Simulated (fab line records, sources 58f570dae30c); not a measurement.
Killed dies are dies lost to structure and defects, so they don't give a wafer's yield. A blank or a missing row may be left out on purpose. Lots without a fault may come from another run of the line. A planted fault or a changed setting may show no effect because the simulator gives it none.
Which tool did it? | flow berkeley_cmos170 | 13 lots, 38 wafers sampled, at 6 steps of a route of 331

WHAT THE GAUGES READ, wafer by wafer
UCB170_NLDD_CD_MEAS_06: target cd 1200 nm. Usual: cd_nm 1199.6 nm, standard deviation 1.4.
lot  | measured     | on        | cd_nm (nm)           | flag
L451 | day 7 21:51  | cd_sem-02 | 1201.3 1198.5 1201.3 |
L453 | day 7 22:25  | cd_sem-01 | 1199.6 1200.2 1199.6 |
L452 | day 7 22:48  | cd_sem-02 | 1198.6 1199.0 1199.7 |
L456 | day 8 15:07  | cd_sem-02 | 1201.5 1202.3 1200.5 |
L455 | day 8 15:40  | cd_sem-02 | 1198.6 1199.3 1199.0 |
L454 | day 8 15:52  | cd_sem-02 | 1198.3 1200.1 1200.1 |
L462 | day 10 00:14 | cd_sem-01 | 1202.3 1201.9        |
L463 | day 10 00:31 | cd_sem-02 | 1198.8 1199.8 1199.3 |
L465 | day 10 16:50 | cd_sem-01 | 1200.4 1198.9 1200.0 |
L466 | day 11 04:59 | cd_sem-01 | 1201.5 1201.0 1201.6 |
L468 | day 11 06:05 | cd_sem-01 | 1200.5 1200.9 1201.0 |
L467 | day 11 16:31 | cd_sem-02 | 1199.4 1197.5 1197.7 |
L472 | day 11 16:49 | cd_sem-01 | 1200.3 1200.5 1201.1 |

UCB170_M1_RS_MEAS_01: measures by four-point-probe. Usual: M1_AL_RS 0.0485 ohm/sq, standard deviation 0.00048.
lot  | measured     | on            | M1_AL_RS (ohm/sq)    | flag
L451 | day 8 17:26  | film_metro-04 | 0.0480 0.0477 0.0480 |
L453 | day 8 17:04  | film_metro-03 | 0.0499 0.0492 0.0493 |
L452 | day 8 18:29  | film_metro-04 | 0.0488 0.0484 0.0483 |
L456 | day 9 09:40  | film_metro-03 | 0.0489 0.0486 0.0489 |
L455 | day 9 09:47  | film_metro-04 | 0.0483 0.0483 0.0475 |
L454 | day 9 09:34  | film_metro-02 | 0.0487 0.0485 0.0491 |
L462 | day 10 17:13 | film_metro-02 | 0.1083 0.0485        | OFF
L463 | day 10 19:59 | film_metro-03 | 0.0483 0.0484 0.0488 |
L465 | day 11 11:06 | film_metro-04 | 0.0487 0.0487 0.0485 |
L466 | day 11 22:45 | film_metro-02 | 0.0488 0.0489 0.0487 |
L468 | day 11 23:01 | film_metro-03 | 0.0483 0.0487 0.0485 |
L467 | day 12 15:44 | film_metro-03 | 0.0483 0.0486 0.0488 |
L472 | day 12 15:56 | film_metro-04 | 0.0483 0.0480 0.0482 |

UCB170_M1_THK_MEAS_02: measures by xrf. Usual: M1_AL_THK 591 nm, standard deviation 5.9.
lot  | measured     | on            | M1_AL_THK (nm) | flag
L451 | day 8 17:33  | film_metro-04 | 592 595 591    |
L453 | day 8 17:11  | film_metro-03 | 579 587 585    |
L452 | day 8 18:35  | film_metro-04 | 580 592 585    |
L456 | day 9 09:47  | film_metro-03 | 586 593 590    |
L455 | day 9 09:55  | film_metro-04 | 592 588 600    |
L454 | day 9 09:41  | film_metro-02 | 593 592 589    |
L462 | day 10 17:19 | film_metro-02 | 272 597        | OFF
L463 | day 10 20:05 | film_metro-03 | 594 591 590    |
L465 | day 11 11:13 | film_metro-04 | 588 590 585    |
L466 | day 11 22:52 | film_metro-02 | 592 588 595    |
L468 | day 11 23:08 | film_metro-03 | 594 587 593    |
L467 | day 12 15:51 | film_metro-03 | 596 594 589    |
L472 | day 12 16:02 | film_metro-04 | 592 593 593    |

WHICH TOOL RAN EACH LOT (tool, then ch and the chambers of the sampled wafers, then the start)
lot  | UCB170_SPACER_CVD_00            | UCB170_BACKSIDE_STRIP_03             | UCB170_M1_SPUTTER_00
L451 | pecvd-01 ch 0,1,2, day 7 22:38  | plasma_asher-03 ch 0,1, day 8 10:35  | pvd_sputter-04, day 8 17:22
L453 | pecvd-03 ch 0,1,2, day 7 23:20  | plasma_asher-03 ch 0,1, day 8 09:48  | pvd_sputter-03, day 8 16:59
L452 | pecvd-04 ch 0,1,2, day 7 23:51  | plasma_asher-02 ch 0,1, day 8 11:04  | pvd_sputter-01, day 8 18:22
L456 | pecvd-01 ch 0,1, day 8 15:54    | plasma_asher-02 ch 0,1, day 9 01:24  | pvd_sputter-01, day 9 09:37
L455 | pecvd-03 ch 1,2, day 8 16:36    | plasma_asher-03 ch 0,1, day 9 02:04  | pvd_sputter-03, day 9 09:44
L454 | pecvd-04 ch 0,2, day 8 16:48    | plasma_asher-02 ch 0,1, day 9 01:51  | pvd_sputter-04, day 9 09:29
L462 | pecvd-04 ch 0,2, day 10 01:08   | plasma_asher-03 ch 0, day 10 11:23   | pvd_sputter-03, day 10 17:07
L463 | pecvd-03 ch 0,1,2, day 10 01:19 | plasma_asher-02 ch 0,1, day 10 11:50 | pvd_sputter-04, day 10 19:53
L465 | pecvd-04 ch 0,1,2, day 10 18:01 | plasma_asher-02 ch 0,1, day 11 03:59 | pvd_sputter-04, day 11 11:01
L466 | pecvd-03 ch 0,1,2, day 11 05:45 | plasma_asher-02 ch 0,1, day 11 14:47 | pvd_sputter-04, day 11 22:40
L468 | pecvd-03 ch 0,2, day 11 06:52   | plasma_asher-02 ch 0,1, day 11 15:34 | pvd_sputter-01, day 11 22:56
L467 | pecvd-04 ch 1,2, day 11 20:13   | plasma_asher-01 ch 0,1, day 12 05:59 | pvd_sputter-04, day 12 15:40
L472 | pecvd-03 ch 0,1,2, day 11 20:13 | plasma_asher-01 ch 0,1, day 12 06:34 | pvd_sputter-01, day 12 15:51
- UCB170_SPACER_CVD_00: deposits SiO2 from TEOS/O2, target thk 376 nm, time 47 s.
- UCB170_BACKSIDE_STRIP_03: strips in O2.
- UCB170_M1_SPUTTER_00: material Al, target thk 600 nm, time 80 s.

WHAT THE TOOLS THEMSELVES READ (means of the sampled wafers that have a number; where no wafer has one, the mark that the record gives instead)
UCB170_SPACER_CVD_00. Usual: heater_power_w 289 W, standard deviation 47.
lot  | tool     | heater_power_w (W) | flag
L451 | pecvd-01 | 281                |
L453 | pecvd-03 | 343                |
L452 | pecvd-04 | 211                |
L456 | pecvd-01 | 284                |
L455 | pecvd-03 | 294                |
L454 | pecvd-04 | 271                |
L462 | pecvd-04 | 264                |
L463 | pecvd-03 | 339                |
L465 | pecvd-04 | 227                |
L466 | pecvd-03 | 345                |
L468 | pecvd-03 | 318                |
L467 | pecvd-04 | 274                |
L472 | pecvd-03 | 353                |

UCB170_BACKSIDE_STRIP_03. Usual: drypump_motor_current_A 5.6 A, standard deviation 0.42; oes_product_au 0.735 a.u., standard deviation 0.0043; strip_time_to_endpoint_s 21.99 s, standard deviation 0.074.
lot  | tool            | drypump_motor_current_A (A) | oes_product_au (a.u.) | strip_time_to_endpoint_s (s) | flag
L451 | plasma_asher-03 | 6.2                         | 0.735                 | 22.03                        |
L453 | plasma_asher-03 | 6.0                         | 0.734                 | 22.01                        |
L452 | plasma_asher-02 | 5.6                         | 0.736                 | 22.09                        |
L456 | plasma_asher-02 | 5.4                         | 0.728                 | 21.97                        |
L455 | plasma_asher-03 | 5.9                         | 0.735                 | 21.96                        |
L454 | plasma_asher-02 | 5.5                         | 0.734                 | 21.91                        |
L462 | plasma_asher-03 | 5.7                         | 0.736                 | 21.97                        |
L463 | plasma_asher-02 | 5.4                         | 0.737                 | 21.97                        |
L465 | plasma_asher-02 | 5.6                         | 0.736                 | 21.88                        |
L466 | plasma_asher-02 | 5.4                         | 0.734                 | 22.04                        |
L468 | plasma_asher-02 | 5.6                         | 0.735                 | 22.09                        |
L467 | plasma_asher-01 | 5.3                         | 0.735                 | 21.98                        |
L472 | plasma_asher-01 | 5.3                         | 0.739                 | 22.07                        |

UCB170_M1_SPUTTER_00. Usual: chamber_pressure_pa 0.5000 Pa, standard deviation 0.00088; throttle_valve_pct 29.7 %, standard deviation 0.92.
lot  | tool           | chamber_pressure_pa (Pa) | throttle_valve_pct (%) | flag
L451 | pvd_sputter-04 | 0.4994                   | 30.1                   |
L453 | pvd_sputter-03 | 0.4999                   | 29.2                   |
L452 | pvd_sputter-01 | 0.4997                   | 30.5                   |
L456 | pvd_sputter-01 | 0.5000                   | 29.8                   |
L455 | pvd_sputter-03 | 0.5008                   | 29.2                   |
L454 | pvd_sputter-04 | 0.5001                   | 30.2                   |
L462 | pvd_sputter-03 | 0.5011                   | 28.9                   |
L463 | pvd_sputter-04 | 0.5008                   | 30.3                   |
L465 | pvd_sputter-04 | 0.4997                   | 30.2                   |
L466 | pvd_sputter-04 | 0.5000                   | 30.2                   |
L468 | pvd_sputter-01 | 0.5000                   | 29.6                   |
L467 | pvd_sputter-04 | 0.4989                   | 30.3                   |
L472 | pvd_sputter-01 | 0.5010                   | 29.7                   |

THE ANSWER, worked out from the rows above alone
Rule: a lot is off if the mean of its wafers that have a number lies more than 3 standard deviations from the usual mean. A lot without any number at a reading at which 4 lots or more have one is off too. The other lots that the step has rows for count as sound. The gauges are gone through in route order, then the tools' own readings, and for those a lot's mean is taken as printed above. The first step at which some lot is off is used, and at that step the reading that is off furthest; a lot without a number counts as furthest.
Off: L462, at UCB170_M1_RS_MEAS_01 (M1_AL_RS).
A tool fits if, at a process step before that reading, it ran every lot that is off, and no sound lot after the first of them. The gauges at UCB170_M1_RS_MEAS_01 are tried like those tools. Can't be told from this: 2 tools fit, plasma_asher-03 at UCB170_BACKSIDE_STRIP_03, pvd_sputter-03 at UCB170_M1_SPUTTER_00.

WHAT THE SIMULATOR HAD PUT IN
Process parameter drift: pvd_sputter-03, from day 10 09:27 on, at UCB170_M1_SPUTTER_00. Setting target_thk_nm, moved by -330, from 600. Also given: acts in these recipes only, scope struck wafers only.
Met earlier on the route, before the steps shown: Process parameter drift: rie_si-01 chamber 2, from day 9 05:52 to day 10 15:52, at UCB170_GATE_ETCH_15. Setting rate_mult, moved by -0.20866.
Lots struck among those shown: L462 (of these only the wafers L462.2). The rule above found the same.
